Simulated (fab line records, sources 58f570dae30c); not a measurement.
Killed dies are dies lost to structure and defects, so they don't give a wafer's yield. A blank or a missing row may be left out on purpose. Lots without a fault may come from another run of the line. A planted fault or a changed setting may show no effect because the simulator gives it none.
Which tool did it? | flow berkeley_cmos170 | 6 lots, 17 wafers sampled, at 3 steps of a route of 331

WHAT THE GAUGES READ, wafer by wafer
UCB170_M2_CD_MEAS_90: target cd 700 nm.
lot  | measured     | on        | cd_nm (nm)
L230 | day 8 18:29  | cd_sem-01 | 699 691 691
L237 | day 10 14:46 | cd_sem-02 | 686 674
L239 | day 10 15:49 | cd_sem-02 | 683 669 671
L242 | day 11 17:39 | cd_sem-01 | 696 694 701
L244 | day 12 05:09 | cd_sem-01 | 697 704 695
L251 | day 13 05:29 | cd_sem-01 | 699 704 700

WHICH TOOL RAN EACH LOT (tool, then ch and the chambers of the sampled wafers, then the start)
lot  | UCB170_M2_METAL_ETCH_18           | UCB170_M2_STRIP_19
L230 | rie_metal-01 ch 0,1, day 8 18:12  | plasma_asher-03 ch 0,1, day 8 18:23
L237 | rie_metal-01 ch 0,1, day 10 14:25 | plasma_asher-04 ch 0, day 10 14:34
L239 | rie_metal-01 ch 0,1, day 10 15:33 | plasma_asher-04 ch 0,1, day 10 15:43
L242 | rie_metal-03 ch 0,1, day 11 17:23 | plasma_asher-03 ch 0,1, day 11 17:32
L244 | rie_metal-03 ch 0,1, day 12 04:52 | plasma_asher-01 ch 0,1, day 12 05:03
L251 | rie_metal-03 ch 1, day 13 05:13   | plasma_asher-01 ch 0,1, day 13 05:23
- UCB170_M2_METAL_ETCH_18: etches Al in Cl2/BCl3, stops on SiO2, target depth 1170 nm, time 195 s.
- UCB170_M2_STRIP_19: strips in O2.

THE ANSWER, worked out from the rows above alone
Rule: what is usual is taken from the lots themselves. Put in order of their means at a reading, lots are off if they are a third of the lots or fewer, leave a main group of 4 or more, and stand apart from it by a gap of 3 or more times the standard deviation of the main group's means; of several such gaps the widest counts. A main group whose means are all the same, to the digits that the tables above print for the reading, isn't used. A lot without any number at a reading at which 4 lots or more have one is off too. The other lots that the step has rows for count as sound.
Off: L237, L239, at UCB170_M2_CD_MEAS_90 (cd_nm). The main group: mean 698 nm, standard deviation 2.7.
A tool fits if, at a process step before that reading, it ran every lot that is off, and no sound lot after the first of them. The gauges at UCB170_M2_CD_MEAS_90 are tried like those tools. Can't be told from this: 3 tools fit, rie_metal-01 at UCB170_M2_METAL_ETCH_18, plasma_asher-04 at UCB170_M2_STRIP_19, cd_sem-02 at UCB170_M2_CD_MEAS_90.

WHAT THE SIMULATOR HAD PUT IN
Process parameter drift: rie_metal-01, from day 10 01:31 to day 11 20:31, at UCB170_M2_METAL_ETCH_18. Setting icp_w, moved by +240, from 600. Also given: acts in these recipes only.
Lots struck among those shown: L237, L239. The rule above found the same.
